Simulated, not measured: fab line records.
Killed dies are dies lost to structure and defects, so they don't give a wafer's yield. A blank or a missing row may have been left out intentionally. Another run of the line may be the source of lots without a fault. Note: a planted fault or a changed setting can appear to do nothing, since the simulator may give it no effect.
A single fault, viewed from 2 desks ; flow rit_cmos ; what lay behind the numbers comes last; until then each desk has only its own

== THE METROLOGY DESK ==
Means of the sampled wafers that have a number, per lot and without regard to the tool the lot ran on: this is what the gauges read. If a lot's mean is further than 4 standard deviations from the usual mean, the lot is out of limits and carries the mark OUT (the distance appears in the brackets).
Columns: A = NSD_OVL at RIT_NSD_OVL_MEAS_06, usual -1.5 nm
lot;first seen here;A
L364;day 3 00:16;0.6
L365;day 3 03:18;-2.2
L367;day 3 14:31;0.2
L368;day 3 20:58;-5.5
L369;day 4 00:25;1.8
L370;day 4 04:01;-1.8
L371;day 4 10:26;8.1 (+4.8) OUT
L372;day 4 14:35;-2.8
L373;day 4 20:42;-3.1
L374;day 5 00:47;9.3 (+5.4) OUT
L375;day 5 05:35;9.0 (+5.2) OUT
L376;day 5 10:41;-2.5
L377;day 5 15:29;9.4 (+5.5) OUT
L383;day 6 22:13;-1.7
L384;day 7 05:13;-0.7
L387;day 7 23:26;-4.1
This desk reports L371, L374, L375, L377 out of limits; the earliest was L371 at day 4 10:26 (NSD_OVL at RIT_NSD_OVL_MEAS_06). L364, L365, L367, L368, L369, L370, L372, L373, L376, L383, L384, L387: within limits.

== FOR THE TOOL OWNER'S DESK: iline_stepper-01 ==
The tool's own readings at RIT_NSD_EXPOSE_03 (exposes mask M9, target cd 40700 nm): means of the sampled wafers that have a number, for each lot that ran on this tool. If a lot's mean is further than 4 standard deviations from the usual mean, the lot is out of limits and carries the mark OUT (the distance appears in the brackets).
Columns: A = reticle_temp_C at RIT_NSD_EXPOSE_03, usual 23.02 C
lot;first seen here;A
L364;day 2 23:52;23.14
L367;day 3 14:07;22.86
L369;day 4 00:01;22.97
L370;day 4 03:37;22.88
L371;day 4 10:02;22.93
L374;day 5 00:23;22.98
L375;day 5 05:08;23.03
L377;day 5 14:55;23.07
Result from this desk: across the 8 lots, nothing is out of limits.

== TAKEN TOGETHER ==
On L371, L374, L375, L377, the metrology desk was in a position to raise an alarm at day 4 10:26.
Nothing out of limits was seen by the tool owner's desk.
The tool owner's desk has L371, L374, L375, L377 on record, within its limits.
On iline_stepper-01, each named lot ran RIT_NSD_EXPOSE_03.

== WHAT HAD BEEN PUT IN BY THE SIMULATOR ==
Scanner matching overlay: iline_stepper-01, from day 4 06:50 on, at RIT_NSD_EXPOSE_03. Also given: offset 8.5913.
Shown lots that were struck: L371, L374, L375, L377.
Per desk, hours elapsed from the start of the fault to the first reading out of limits: for the metrology desk, 4.
